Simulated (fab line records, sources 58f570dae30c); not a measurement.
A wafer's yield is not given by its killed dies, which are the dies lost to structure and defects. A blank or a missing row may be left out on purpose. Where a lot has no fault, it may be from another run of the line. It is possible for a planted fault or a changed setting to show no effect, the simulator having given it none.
Which tool did it? -- flow berkeley cmos170 -- 14 lots, 42 wafers sampled, at 4 steps of a route of 331

WHAT EACH GAUGE READ, for each wafer
UCB170_M2_CD_MEAS_90: the cd target is 700 nm. Usual: cd nm reads 700.4 nm (standard deviation 2.2).
lot,measured,on,cd nm (nm),flag
L332,day 8 07:56,cd sem-01,703.1 700.0 701.0,
L334,day 8 10:32,cd sem-01,699.8 694.8 698.3,
L333,day 8 15:04,cd sem-02,699.2 701.0 702.8,
L339,day 9 14:32,cd sem-01,700.6 702.1 699.8,
L337,day 9 15:11,cd sem-02,700.6 697.9 702.0,
L340,day 9 22:59,cd sem-02,698.9 699.5 703.4,
L342,day 11 00:37,cd sem-01,698.8 706.2 705.1,
L347,day 11 12:49,cd sem-01,699.5 701.8 702.2,
L346,day 11 15:42,cd sem-01,696.1 700.1 698.2,
L349,day 11 21:00,cd sem-01,701.7 701.0 696.9,
L350,day 11 22:26,cd sem-01,700.1 699.0 698.7,
L351,day 12 06:32,cd sem-01,702.1 704.8 698.2,
L352,day 12 06:41,cd sem-02,702.1 697.8 699.9,
L355,day 13 07:35,cd sem-01,700.6 699.8 699.3,

WHAT TOOL EACH LOT RAN ON (gives the tool, then ch and the chambers of the sampled wafers, and finally the start)
lot,UCB170_M2_COAT_10,UCB170_M2_METAL_ETCH_18,UCB170_M2_STRIP_19
L332,"litho track-01 ch 0, day 8 06:00","rie metal-03 ch 0,1, day 8 07:40","plasma asher-03 ch 0,1, day 8 07:50"
L334,"litho track-02 ch 0, day 8 08:00","rie metal-02 ch 0,1, day 8 10:14","plasma asher-04 ch 0,1, day 8 10:25"
L333,"litho track-02 ch 0, day 8 13:00","rie metal-03 ch 1, day 8 14:47","plasma asher-01 ch 0, day 8 14:58"
L339,"litho track-01 ch 0, day 9 13:00","rie metal-03 ch 0,1, day 9 14:13","plasma asher-01 ch 1, day 9 14:25"
L337,"litho track-01 ch 0, day 9 13:00","rie metal-02 ch 0,1, day 9 14:53","plasma asher-01 ch 0,1, day 9 15:03"
L340,"litho track-01 ch 0, day 9 21:00","rie metal-04 ch 0,1, day 9 22:40","plasma asher-04 ch 0,1, day 9 22:52"
L342,"litho track-02 ch 0, day 10 23:00","rie metal-02 ch 0,1, day 11 00:20","plasma asher-04 ch 0,1, day 11 00:31"
L347,"litho track-01 ch 0, day 11 11:00","rie metal-03 ch 0,1, day 11 12:32","plasma asher-03 ch 1, day 11 12:43"
L346,"litho track-01 ch 0, day 11 14:00","rie metal-04 ch 1, day 11 15:25","plasma asher-01 ch 0,1, day 11 15:36"
L349,"litho track-02 ch 0, day 11 19:00","rie metal-02 ch 0,1, day 11 20:43","plasma asher-04 ch 0,1, day 11 20:54"
L350,"litho track-02 ch 0, day 11 20:00","rie metal-02 ch 0,1, day 11 22:08","plasma asher-03 ch 0,1, day 11 22:20"
L351,"litho track-02 ch 0, day 12 05:00","rie metal-04 ch 0, day 12 06:14","plasma asher-01 ch 1, day 12 06:25"
L352,"litho track-04 ch 0, day 12 05:00","rie metal-02 ch 0,1, day 12 06:23","plasma asher-04 ch 0,1, day 12 06:35"
L355,"litho track-02 ch 0, day 13 06:00","rie metal-02 ch 0,1, day 13 07:17","plasma asher-04 ch 0,1, day 13 07:28"
- UCB170_M2_COAT_10: resist thk 900 nm.
- UCB170_M2_METAL_ETCH_18: etches Al in Cl2/BCl3, stops on SiO2, target depth 1170 nm, time 195 s.
- UCB170_M2_STRIP_19: strips in O2.

WHAT THE TOOLS THEMSELVES READ (means of the sampled wafers that have a number; where no wafer has one, the mark that the record gives instead)
UCB170_M2_COAT_10. Usual: chill plate temp C 22.99 C, standard deviation 0.12; resist line temp C 22.97 C, standard deviation 0.1; spin speed rpm 1499.9 rpm, standard deviation 0.97.
lot,tool,chill plate temp C (C),resist line temp C (C),spin speed rpm (rpm),flag
L332,litho track-01,23.01,22.92,1500.7,
L334,litho track-02,23.10,22.99,1500.1,
L333,litho track-02,23.00,22.96,1499.4,
L339,litho track-01,22.96,22.92,1499.7,
L337,litho track-01,23.07,22.88,1501.0,
L340,litho track-01,22.84,22.94,1500.4,
L342,litho track-02,22.80,22.88,1499.6,
L347,litho track-01,22.93,22.95,1541.2,OFF
L346,litho track-01,22.73,23.03,1540.7,OFF
L349,litho track-02,23.03,23.01,1499.5,
L350,litho track-02,22.95,23.01,1499.4,
L351,litho track-02,22.91,22.88,1500.0,
L352,litho track-04,22.86,22.94,1500.2,
L355,litho track-02,23.09,23.08,1500.0,

UCB170_M2_METAL_ETCH_18. Usual: drypump motor current A 5.4 A, standard deviation 0.46; oes product au 0.861 a.u., standard deviation 0.018; throttle valve pct 24.34 %, standard deviation 0.17.
lot,tool,drypump motor current A (A),oes product au (a.u.),throttle valve pct (%),flag
L332,rie metal-03,5.8,0.851,24.52,
L334,rie metal-02,5.0,0.847,24.08,
L333,rie metal-03,6.4,0.841,24.46,
L339,rie metal-03,6.1,0.850,24.49,
L337,rie metal-02,5.1,0.852,24.13,
L340,rie metal-04,5.3,0.875,24.38,
L342,rie metal-02,5.1,0.854,24.20,
L347,rie metal-03,5.8,0.844,24.51,
L346,rie metal-04,5.4,0.867,24.39,
L349,rie metal-02,5.1,0.859,24.19,
L350,rie metal-02,5.1,0.853,24.10,
L351,rie metal-04,5.2,0.894,24.37,
L352,rie metal-02,5.1,0.849,24.20,
L355,rie metal-02,5.1,0.851,24.12,

UCB170_M2_STRIP_19. Usual: drypump motor current A 5.7 A, standard deviation 0.41; oes product au 0.544 a.u., standard deviation 0.011.
lot,tool,drypump motor current A (A),oes product au (a.u.),flag
L332,plasma asher-03,6.2,0.551,
L334,plasma asher-04,5.5,0.537,
L333,plasma asher-01,5.8,0.540,
L339,plasma asher-01,5.2,0.542,
L337,plasma asher-01,5.4,0.539,
L340,plasma asher-04,5.7,0.554,
L342,plasma asher-04,5.8,0.536,
L347,plasma asher-03,6.3,0.522,
L346,plasma asher-01,5.6,0.546,
L349,plasma asher-04,5.8,0.528,
L350,plasma asher-03,6.0,0.540,
L351,plasma asher-01,5.2,0.551,
L352,plasma asher-04,5.5,0.548,
L355,plasma asher-04,5.5,0.535,

THE ANSWER, worked out from the rows above alone
Rule: take the mean of a lot's wafers that have a number; if it is more than 3 standard deviations from the usual mean, the lot is off. Also off: a lot with no number at a reading for which 4 or more lots have one. Any other lot the step has rows for is counted as sound. Order of review: gauges by route order, followed by the tools' own readings, for which a lot's mean as printed above is used. The first step at which some lot is off is used, and at that step the reading that is off furthest; a lot without a number counts as furthest.
Off: L347, L346, at UCB170_M2_COAT_10 (spin speed rpm).
If a tool, at that step or one of the process steps before it, ran each lot that is off and ran no sound lot following the first of them, it fits. One candidate fits, namely litho track-01 at UCB170_M2_COAT_10. A fault onset in the window from L340 (day 9 21:00, its last sound lot) to L347 (day 11 11:00, its first lot off) fits.
On the lots that are off, the tool's own readings at UCB170_M2_COAT_10 differ by more than 5 times the standard deviation of the sound lots' means, which bears it out; spin speed rpm reads 1541.0 rpm there versus 1500.0 rpm on the sound lots.

WHAT THE SIMULATOR HAD PUT IN
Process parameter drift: litho track-01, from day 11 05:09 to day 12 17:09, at UCB170_M2_COAT_10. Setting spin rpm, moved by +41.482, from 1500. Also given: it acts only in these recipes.
Lots struck among those shown: L347, L346. The rule given above showed the same thing.
